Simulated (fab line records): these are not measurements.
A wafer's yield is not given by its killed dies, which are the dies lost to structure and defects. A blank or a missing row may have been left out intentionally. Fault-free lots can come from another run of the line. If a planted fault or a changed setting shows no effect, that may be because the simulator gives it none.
fab line records + flow berkeley_cmos170
record
- lots=7
- wafers=21
- last_day=11
route steps=331 shown PLDD@147 NLDD@158
lots that met no fault: taken from a fault-free run of the same line
start_h: hours from the record's opening day to when the first of the lot's shown wafers began + wait_h: hours elapsed since this lot's preceding step + " repeats the value in the row above + L1.1+2: several wafers, shown together as one row + - no value, or no start was given + * or withheld: withheld + < > ~ a bound
route shown NAME@n: names a module that has steps shown in the file, with the first one's number in the route + usual: average and standard deviation across the fault-free wafers + same: alike in all rows + chamber/n: place in a boat + sites: the reading at each site + _std_site: standard deviation of those values + _edge_site: outer sites' mean less inner sites' + radius_mm: for every site, how far away it sits from the centre of the wafer + mask NAME#n: copy n + behind: tool/chamber where the wafer was last shaped + hold: what put the lot on hold/how long, in hours/how the hold closed + device: transistor that didn't switch, given as n, p or np + end of line: tests run on the same wafers once the route is complete + a step with no rows: only its recipe + killed: count of dies lost to structure and defects at first sort (not the wafer's yield) + map: per-die view of a wafer (x killed, . not killed, _ where there is no die)
set.NAME: the setting as run; set.NAME@STEP: as run at that earlier step + model.NAME: the simulator's own value behind a step, which no gauge read
lots at selected steps of the route; one table per step, one row per wafer
services: the hour from which a tool's chamber was out of use, counted from the record's first day as start_h (under 0 if before that day), plus the number of hours and why
## steps
# step UCB170_PLDD_SOFTBAKE_02
# recipe
- resist=KrF
- temp_c=130
- time_s=60
# step UCB170_PLDD_EXPOSE_03
# recipe
- mask_id=PSELECT
- na=0.5
- sigma_outer=0.6
- source_shape=conventional
- target_cd_nm=1200
- dose_mj=30
# step UCB170_PLDD_PEB_04
# recipe
- peb_temp_c=130
- peb_time_s=withheld
- resist=KrF
# step UCB170_PLDD_DEVELOP_05
# recipe
- developer=TMAH
- develop_time_s=45
- resist=KrF
- dev_temp_c=21
# step UCB170_PLDD_CD_MEAS_06
# recipe
- target_cd_nm=1200
# usual
- cd_nm=1199.9/1.4
| lot.wafer | tool      | chamber | start_h | wait_h | cd_nm  |
|-----------|-----------|---------|---------|--------|--------|
| L514.2    | cd_sem-01 | -       | 138.25  | -      | 1198.7 |
| L514.4    | "         | -       | "       | "      | 1199.1 |
| L514.5    | "         | -       | "       | "      | 1199.3 |
| L515.1    | cd_sem-02 | -       | 139.29  | -      | 1200.5 |
| L515.3    | "         | -       | "       | "      | 1200.4 |
| L515.4    | "         | -       | "       | "      | 1199.6 |
| L523.1    | cd_sem-01 | -       | 184.69  | -      | 1199.4 |
| L523.5    | "         | -       | "       | "      | 1200.3 |
| L523.6    | "         | -       | "       | "      | 1199.1 |
| L527.1    | cd_sem-02 | -       | 198.63  | -      | 1199.6 |
| L527.2    | "         | -       | "       | "      | 1197.9 |
| L527.4    | "         | -       | "       | "      | 1199.3 |
| L525.1    | cd_sem-01 | -       | 198.88  | -      | 1202.6 |
| L525.2    | "         | -       | "       | "      | 1202.7 |
| L525.3    | "         | -       | "       | "      | 1204.0 |
| L530.1    | cd_sem-02 | -       | 212.71  | -      | 1201.1 |
| L530.2    | "         | -       | "       | "      | 1201.6 |
| L530.5    | "         | -       | "       | "      | 1201.8 |
| L534.1    | cd_sem-01 | -       | 234.79  | -      | 1200.0 |
| L534.3    | "         | -       | "       | "      | 1200.7 |
| L534.6    | "         | -       | "       | "      | 1200.2 |
# step UCB170_PLDD_OVL_MEAS_07
# usual
- PLDD_OVL=-1/5
| lot.wafer | tool       | chamber | start_h | wait_h | PLDD_OVL[nm] |
|-----------|------------|---------|---------|--------|--------------|
| L514.2    | overlay-02 | -       | 138.36  | 0.1    | -1           |
| L514.4    | "          | -       | "       | "      | -8           |
| L514.5    | "          | -       | "       | "      | -2           |
| L515.1    | overlay-02 | -       | 139.41  | 0.1    | 3            |
| L515.3    | "          | -       | "       | "      | -3           |
| L515.4    | "          | -       | "       | "      | 1            |
| L523.1    | overlay-02 | -       | 184.81  | 0.1    | 1            |
| L523.5    | "          | -       | "       | "      | -3           |
| L523.6    | "          | -       | "       | "      | -10          |
| L527.1    | overlay-02 | -       | 198.75  | 0.1    | 11           |
| L527.2    | "          | -       | "       | "      | 8            |
| L527.4    | "          | -       | "       | "      | 10           |
| L525.1    | overlay-01 | -       | 199.00  | 0.1    | 2            |
| L525.2    | "          | -       | "       | "      | 1            |
| L525.3    | "          | -       | "       | "      | 3            |
| L530.1    | overlay-02 | -       | 212.83  | 0.1    | 6            |
| L530.2    | "          | -       | "       | "      | 8            |
| L530.5    | "          | -       | "       | "      | 5            |
| L534.1    | overlay-01 | -       | 234.91  | 0.1    | -6           |
| L534.3    | "          | -       | "       | "      | -10          |
| L534.6    | "          | -       | "       | "      | -10          |
# step UCB170_PLDD_IMPLANT_08
# recipe
- species=BF2
- dose_cm2=5e+13
- energy_kev=10
- tilt_deg=7
- rotation_deg=0
# step UCB170_PLDD_IMPLANT_09
# recipe
- species=BF2
- dose_cm2=5e+13
- energy_kev=10
- tilt_deg=7
- rotation_deg=180
# step UCB170_PLDD_STRIP_10
# recipe
- chemistry=O2
- power_w=400
- pressure_mtorr=3500
- platen_temp_c=withheld
- o2_flow_sccm=400
- overash_fraction=0.4616
# usual
- drypump_motor_current_A=5.7/0.4
- oes_product_au=0.748/0.0044
- strip_time_to_endpoint_s=21.63/0.067
| lot.wafer | tool            | chamber | start_h | wait_h | drypump_motor_current_A | oes_product_au | rf_hours_counter_h | strip_time_to_endpoint_s |
|-----------|-----------------|---------|---------|--------|-------------------------|----------------|--------------------|--------------------------|
| L514.2    | plasma_asher-01 | 1       | 138.69  | 0.1    | 5.5                     | 0.749          | 45                 | 21.67                    |
| L514.4    | "               | 0       | "       | "      | 5.2                     | 0.753          | -                  | 21.73                    |
| L514.5    | "               | 0       | "       | "      | 5.2                     | 0.745          | -                  | 21.69                    |
| L515.1    | plasma_asher-01 | 0       | 139.75  | 0.1    | 5.2                     | 0.746          | 45                 | 21.59                    |
| L515.3    | "               | 1       | "       | "      | 5.6                     | 0.749          | -                  | 21.58                    |
| L515.4    | "               | 0       | "       | "      | 5.2                     | 0.750          | -                  | 21.59                    |
| L523.1    | plasma_asher-03 | 0       | 185.15  | 0.1    | 5.6                     | 0.750          | 48                 | 21.60                    |
| L523.5    | "               | 1       | "       | "      | 5.5                     | 0.749          | -                  | 21.71                    |
| L523.6    | "               | 0       | "       | "      | 5.6                     | 0.751          | -                  | 21.64                    |
| L527.1    | plasma_asher-04 | 0       | 199.09  | 0.1    | 6.4                     | 0.743          | 5                  | 21.65                    |
| L527.2    | "               | 1       | "       | "      | 6.1                     | 0.749          | 5                  | 21.64                    |
| L527.4    | "               | 1       | "       | "      | 6.1                     | 0.741          | -                  | 21.60                    |
| L525.1    | plasma_asher-04 | 0       | 199.33  | 0.1    | 6.4                     | 0.743          | 6                  | 21.73                    |
| L525.2    | "               | 1       | "       | "      | 6.1                     | 0.756          | 6                  | 21.73                    |
| L525.3    | "               | 1       | "       | "      | 6.1                     | 0.748          | -                  | 21.65                    |
| L530.1    | plasma_asher-04 | 0       | 213.17  | 0.1    | 6.4                     | 0.750          | 7                  | 21.65                    |
| L530.2    | "               | 1       | "       | "      | 6.1                     | 0.741          | 7                  | 21.63                    |
| L530.5    | "               | 1       | "       | "      | 6.1                     | 0.747          | -                  | 21.62                    |
| L534.1    | plasma_asher-01 | 0       | 235.24  | 0.1    | 5.2                     | 0.749          | 57                 | 21.63                    |
| L534.3    | "               | 0       | "       | "      | 5.2                     | 0.743          | -                  | 21.68                    |
| L534.6    | "               | 1       | "       | "      | 5.6                     | 0.750          | -                  | 21.58                    |
# step UCB170_PLDD_TW_MEAS_11
# usual
- PLDD_TW=1012/5.5
| lot.wafer | tool          | chamber | start_h | wait_h | PLDD_TW |
|-----------|---------------|---------|---------|--------|---------|
| L514.2    | film_metro-02 | -       | 138.80  | 0.1    | 1002    |
| L514.4    | "             | -       | "       | "      | 1010    |
| L514.5    | "             | -       | "       | "      | 1005    |
| L515.1    | film_metro-04 | -       | 139.85  | 0.1    | 1021    |
| L515.3    | "             | -       | "       | "      | 1023    |
| L515.4    | "             | -       | "       | "      | 1020    |
| L523.1    | film_metro-02 | -       | 185.25  | 0.1    | 1007    |
| L523.5    | "             | -       | "       | "      | 1007    |
| L523.6    | "             | -       | "       | "      | 1004    |
| L527.1    | film_metro-02 | -       | 199.19  | 0.1    | 1010    |
| L527.2    | "             | -       | "       | "      | 1012    |
| L527.4    | "             | -       | "       | "      | 1013    |
| L525.1    | film_metro-04 | -       | 199.43  | 0.1    | 1014    |
| L525.2    | "             | -       | "       | "      | 1019    |
| L525.3    | "             | -       | "       | "      | 1019    |
| L530.1    | film_metro-01 | -       | 213.27  | 0.1    | 1014    |
| L530.2    | "             | -       | "       | "      | 1013    |
| L530.5    | "             | -       | "       | "      | 1014    |
| L534.1    | film_metro-01 | -       | 235.34  | 0.1    | 1012    |
| L534.3    | "             | -       | "       | "      | 1013    |
| L534.6    | "             | -       | "       | "      | 1010    |
# step UCB170_PLDD_CLEAN_12
# recipe
- chemistry=SPM
- temp_c=120
- time_s=600
# step UCB170_NLDD_HMDS_00
# recipe
- prime_time_s=60
- prime_temp_c=100
# step UCB170_NLDD_COAT_01
# recipe
- resist=KrF
- spin_rpm=1500
- resist_thk_nm=900
# usual
- chill_plate_temp_C=22.99/0.11
- dispense_pressure_kPa=51.2/1.1
| lot.wafer | tool           | chamber | start_h | wait_h | chill_plate_temp_C | dispense_pressure_kPa |
|-----------|----------------|---------|---------|--------|--------------------|-----------------------|
| L514.2    | litho_track-03 | 0       | 139.32  | 0.1    | 22.99              | 51.5                  |
| L514.4    | "              | 0       | "       | "      | 22.91              | 51.5                  |
| L514.5    | "              | 0       | "       | "      | 23.05              | 51.6                  |
| L515.1    | litho_track-03 | 0       | 140.25  | 0.1    | 23.18              | 51.5                  |
| L515.3    | "              | 0       | "       | "      | 23.12              | 51.5                  |
| L515.4    | "              | 0       | "       | "      | 22.87              | 51.5                  |
| L523.1    | litho_track-03 | -       | 185.72  | 0.1    | -                  | -                     |
| L523.5    | "              | -       | "       | "      | -                  | -                     |
| L523.6    | "              | -       | "       | "      | -                  | -                     |
| L527.1    | litho_track-01 | -       | 199.58  | 0.1    | -                  | -                     |
| L527.2    | "              | -       | "       | "      | -                  | -                     |
| L527.4    | "              | -       | "       | "      | -                  | -                     |
| L525.1    | litho_track-03 | -       | 200.10  | 0.1    | -                  | -                     |
| L525.2    | "              | -       | "       | "      | -                  | -                     |
| L525.3    | "              | -       | "       | "      | -                  | -                     |
| L530.1    | litho_track-01 | 0       | 214.08  | 0.1    | 23.04              | 49.9                  |
| L530.2    | "              | 0       | "       | "      | 23.08              | 49.9                  |
| L530.5    | "              | 0       | "       | "      | 23.14              | 49.9                  |
| L534.1    | litho_track-03 | 0       | 235.73  | 0.1    | 23.08              | 51.6                  |
| L534.3    | "              | 0       | "       | "      | 23.12              | 51.6                  |
| L534.6    | "              | 0       | "       | "      | 22.92              | 51.6                  |
# step UCB170_NLDD_SOFTBAKE_02
# recipe
- resist=KrF
- temp_c=130
- time_s=60
# step UCB170_NLDD_EXPOSE_03
# recipe
- mask_id=NSELECT
- na=0.5
- sigma_outer=0.6
- source_shape=conventional
- target_cd_nm=1200
- dose_mj=30
# step UCB170_NLDD_PEB_04
# recipe
- peb_temp_c=130
- peb_time_s=withheld
- resist=KrF
# step UCB170_NLDD_DEVELOP_05
# recipe
- developer=TMAH
- develop_time_s=45
- resist=KrF
- dev_temp_c=21
# step UCB170_NLDD_CD_MEAS_06
# recipe
- target_cd_nm=1200
# usual
- cd_nm=1200.5/1.5
| lot.wafer | tool      | chamber | start_h | wait_h | cd_nm  |
|-----------|-----------|---------|---------|--------|--------|
| L514.2    | cd_sem-02 | -       | 140.15  | -      | 1203.2 |
| L514.4    | "         | -       | "       | "      | 1203.8 |
| L514.5    | "         | -       | "       | "      | 1202.2 |
| L515.1    | cd_sem-01 | -       | 141.16  | -      | 1200.7 |
| L515.3    | "         | -       | "       | "      | 1201.4 |
| L515.4    | "         | -       | "       | "      | 1202.5 |
| L523.1    | cd_sem-01 | -       | 186.53  | -      | -      |
| L523.5    | "         | -       | "       | "      | -      |
| L523.6    | "         | -       | "       | "      | -      |
| L527.1    | cd_sem-02 | -       | 200.60  | -      | -      |
| L527.2    | "         | -       | "       | "      | -      |
| L527.4    | "         | -       | "       | "      | -      |
| L525.1    | cd_sem-02 | -       | 201.26  | -      | -      |
| L525.2    | "         | -       | "       | "      | -      |
| L525.3    | "         | -       | "       | "      | -      |
| L530.1    | cd_sem-02 | -       | 214.93  | -      | 1199.1 |
| L530.2    | "         | -       | "       | "      | 1198.6 |
| L530.5    | "         | -       | "       | "      | 1198.7 |
| L534.1    | cd_sem-02 | -       | 236.75  | -      | 1201.1 |
| L534.3    | "         | -       | "       | "      | 1201.1 |
| L534.6    | "         | -       | "       | "      | 1202.1 |
# step UCB170_NLDD_OVL_MEAS_07
# usual
- NLDD_OVL=-1/4.5
| lot.wafer | tool       | chamber | start_h | wait_h | NLDD_OVL[nm] |
|-----------|------------|---------|---------|--------|--------------|
| L514.2    | overlay-01 | -       | 140.26  | 0.1    | -1           |
| L514.4    | "          | -       | "       | "      | 3            |
| L514.5    | "          | -       | "       | "      | 5            |
| L515.1    | overlay-02 | -       | 141.28  | 0.1    | -13          |
| L515.3    | "          | -       | "       | "      | -3           |
| L515.4    | "          | -       | "       | "      | -3           |
| L523.1    | overlay-02 | -       | 186.65  | 0.1    | -            |
| L523.5    | "          | -       | "       | "      | -            |
| L523.6    | "          | -       | "       | "      | -            |
| L527.1    | overlay-02 | -       | 200.72  | 0.1    | -            |
| L527.2    | "          | -       | "       | "      | -            |
| L527.4    | "          | -       | "       | "      | -            |
| L525.1    | overlay-02 | -       | 201.38  | 0.1    | -            |
| L525.2    | "          | -       | "       | "      | -            |
| L525.3    | "          | -       | "       | "      | -            |
| L530.1    | overlay-02 | -       | 215.05  | 0.1    | -6           |
| L530.2    | "          | -       | "       | "      | 6            |
| L530.5    | "          | -       | "       | "      | 3            |
| L534.1    | overlay-01 | -       | 236.87  | 0.1    | -6           |
| L534.3    | "          | -       | "       | "      | 1            |
| L534.6    | "          | -       | "       | "      | -7           |
## services
| tool            | chamber | start_h | hours | kind  |
|-----------------|---------|---------|-------|-------|
| plasma_asher-04 | 0       | 117.75  | -     | clean |
| plasma_asher-04 | 1       | 117.75  | -     | clean |
| plasma_asher-04 | -       | 123.03  | 26.9  | pm    |
| plasma_asher-04 | -       | 179.62  | 2.8   | pm    |
## key
first_sign
- step=UCB170_NLDD_COAT_01
- reading=tool_record
- direction=missing
effect
- step=UCB170_NLDD_CD_MEAS_06
- reading=cd_nm
- direction=missing
effect
- step=UCB170_NLDD_OVL_MEAS_07
- reading=NLDD_OVL
- direction=missing
met_at UCB170_NLDD_COAT_01
struck_wafers L523.1,L523.5,L523.6,L525.1,L525.2,L525.3,L527.1,L527.2,L527.4
sort_left_out L523.1,L523.5,L523.6,L525.1,L525.2,L525.3,L527.1,L527.2,L527.4
tester_left_out L523,L525,L527
onset_between 140.25 185.72
fault
- kind=skipped_step_whole
- tool=litho_track-01,litho_track-03
- chamber=-
- onset_h=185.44
- steps=UCB170_NLDD_COAT_01
- scope=struck_lots_only
# tester_left_out: of these lots the tester's yield and bins aren't shown, on N5 and GAA mostly nor the transistor test; their killed dies are dies lost to structure and defects alone, not to doping, threshold or leakage, so they don't give the yield
# sort_left_out: the simulated sort isn't trusted on such a fault, so these wafers' sort isn't shown, and their yield isn't known
